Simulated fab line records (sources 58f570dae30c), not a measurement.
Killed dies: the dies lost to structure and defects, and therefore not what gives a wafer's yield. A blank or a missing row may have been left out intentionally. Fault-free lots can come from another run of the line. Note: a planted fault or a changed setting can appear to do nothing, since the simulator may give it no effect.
What tool caused it? -- flow berkeley_cmos170 -- 11 lots with 33 wafers sampled at 3 steps, on a route of 331 steps

WHAT THE GAUGES SHOWED, per wafer
UCB170_FIELD_THK_MEAS_02.
lot,measured,on,FIELD_OXIDE_THK (nm)
L563,day 5 07:30,film_metro-04,554 555 560
L564,day 5 20:55,film_metro-03,562 569 568
L565,day 5 20:51,film_metro-03,554 548 547
L566,day 5 20:52,film_metro-04,563 564 575
L567,day 5 20:56,film_metro-04,552 558 541
L568,day 6 14:14,film_metro-03,561 559 554
L569,day 6 23:53,film_metro-03,572 567 563
L570,day 6 23:57,film_metro-03,561 571 575
L571,day 7 07:07,film_metro-04,565 549 568
L574,day 7 22:08,film_metro-01,673 674 681
L575,day 7 22:08,film_metro-04,648 658 653

WHAT TOOL EACH LOT RAN ON (gives the tool, then ch and the chambers of the sampled wafers, and finally the start)
lot,UCB170_ZERO_STRIP_07,UCB170_FIELD_OXIDATION_01
L563,"plasma_asher-03 ch 0,1, day 1 17:52","furnace-02 ch 0, day 5 04:29"
L564,"plasma_asher-04 ch 0,1, day 2 04:14","furnace-02 ch 0, day 5 17:51"
L565,"plasma_asher-03 ch 0,1, day 2 08:27","furnace-02 ch 0, day 5 17:51"
L566,"plasma_asher-04 ch 0,1, day 2 14:27","furnace-02 ch 0, day 5 17:51"
L567,"plasma_asher-01 ch 0,1, day 2 14:14","furnace-02 ch 0, day 5 17:51"
L568,"plasma_asher-03 ch 0,1, day 3 01:02","furnace-02 ch 0, day 6 11:14"
L569,"plasma_asher-01 ch 0,1, day 3 06:26","furnace-04 ch 0, day 6 20:42"
L570,"plasma_asher-03 ch 0,1, day 3 06:41","furnace-04 ch 0, day 6 20:42"
L571,"plasma_asher-01 ch 0,1, day 3 15:43","furnace-01 ch 0, day 7 04:07"
L574,"plasma_asher-03 ch 1, day 4 07:52","furnace-04 ch 0, day 7 19:07"
L575,"plasma_asher-03 ch 0,1, day 4 12:03","furnace-04 ch 0, day 7 19:07"
- UCB170_ZERO_STRIP_07: strips in O2.
- UCB170_FIELD_OXIDATION_01: target thk 558.3 nm, ox time 7200 s.

THE ANSWER, worked out from the rows above alone
Rule: what is usual is taken from the lots themselves. Put in order of their means at a reading, lots are off if they are a third of the lots or fewer, leave a main group of 4 or more, and stand apart from it by a gap of 3 or more times the standard deviation of the main group's means; of several such gaps the widest counts. If all means in a main group match to the digits the tables above print for the reading, that group is not used. Also off: a lot with no number at a reading for which 4 or more lots have one. All remaining lots with rows at the step are treated as sound.
Off: L574, L575, seen at UCB170_FIELD_THK_MEAS_02 (FIELD_OXIDE_THK). Mean 561 nm and standard deviation 7 in the main group.
If a tool, at a process step before that reading, ran all the lots that are off and no sound lot after the first of them, it fits. The gauges at UCB170_FIELD_THK_MEAS_02 are tried like those tools. This does not decide it: 2 tools fit, namely plasma_asher-03 at UCB170_ZERO_STRIP_07 and furnace-04 at UCB170_FIELD_OXIDATION_01.

WHAT WAS PUT IN BY THE SIMULATOR
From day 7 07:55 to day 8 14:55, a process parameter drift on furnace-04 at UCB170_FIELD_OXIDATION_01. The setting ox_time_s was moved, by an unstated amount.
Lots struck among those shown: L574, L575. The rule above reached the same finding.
